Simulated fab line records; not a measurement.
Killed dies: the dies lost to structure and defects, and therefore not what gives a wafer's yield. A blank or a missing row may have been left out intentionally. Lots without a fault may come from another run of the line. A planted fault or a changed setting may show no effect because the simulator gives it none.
Which tool did it? | flow berkeley-cmos170 | 7 lots with 21 wafers sampled at 3 steps, on a route of 331 steps

== WHAT THE GAUGES SHOWED, per wafer ==
UCB170_SDANNEAL_RS_MEAS_04: uses a four-point probe to measure.
lot  | measured     | on            | PLDD_RS (ohm/sq)
L843 | day 6 17:52  | film-metro-04 | 1035 1027 1028
L845 | day 7 02:07  | film-metro-04 | 1033 1031 1034
L848 | day 7 21:26  | film-metro-02 | 1028 1027 1029
L850 | day 8 19:55  | film-metro-02 | 1030 1029 1031
L853 | day 8 19:21  | film-metro-02 | 1027 1028 1029
L860 | day 10 23:31 | film-metro-02 | 1027 1029 1032
L862 | day 11 06:10 | film-metro-01 | 956 957 957

== TOOL THAT RAN EACH LOT (tool first, then ch and the chambers of the sampled wafers, then the start) ==
lot  | UCB170_PLDD_IMPLANT_08          | UCB170_PLDD_STRIP_10
L843 | implanter-02 ch 0, day 6 03:22  | plasma-asher-04 ch 0, day 6 03:38
L845 | implanter-03 ch 0, day 6 13:36  | plasma-asher-04 ch 0,1, day 6 13:52
L848 | implanter-03 ch 0, day 7 09:17  | plasma-asher-04 ch 0,1, day 7 09:33
L850 | implanter-01 ch 0, day 8 08:16  | plasma-asher-01 ch 0,1, day 8 08:34
L853 | implanter-03 ch 0, day 8 08:08  | plasma-asher-03 ch 0,1, day 8 08:26
L860 | implanter-02 ch 0, day 10 11:00 | plasma-asher-03 ch 0,1, day 10 11:17
L862 | implanter-03 ch 0, day 10 19:08 | plasma-asher-04 ch 0,1, day 10 19:26
- UCB170_PLDD_IMPLANT_08
- UCB170_PLDD_STRIP_10: strips in O2.

== THE ANSWER, worked out from the rows above alone ==
Rule: the usual values come from the lots themselves. The widest of any qualifying gaps counts: lots, ordered by their means at a reading, are off when they make up no more than a third of the lots, leave a main group of 4 or more, and stand apart from it by 3 or more times the standard deviation of that group's means. If all means in a main group match to the digits the tables above print for the reading, that group is not used. Also off: a lot with no number at a reading for which 4 or more lots have one. Where the step has rows for the other lots, those lots are counted as sound.
Off: at UCB170_SDANNEAL_RS_MEAS_04 (PLDD_RS), L862. For the main group the mean is 1030 ohm/sq and the standard deviation 1.6.
If a tool, at a process step before that reading, ran all the lots that are off and no sound lot after the first of them, it fits. The gauges at UCB170_SDANNEAL_RS_MEAS_04 are tried like those tools. Can't be told from this: 3 tools fit, implanter-03 at UCB170_PLDD_IMPLANT_08, plasma-asher-04 at UCB170_PLDD_STRIP_10, film-metro-01 at UCB170_SDANNEAL_RS_MEAS_04.

== WHAT HAD BEEN PUT IN BY THE SIMULATOR ==
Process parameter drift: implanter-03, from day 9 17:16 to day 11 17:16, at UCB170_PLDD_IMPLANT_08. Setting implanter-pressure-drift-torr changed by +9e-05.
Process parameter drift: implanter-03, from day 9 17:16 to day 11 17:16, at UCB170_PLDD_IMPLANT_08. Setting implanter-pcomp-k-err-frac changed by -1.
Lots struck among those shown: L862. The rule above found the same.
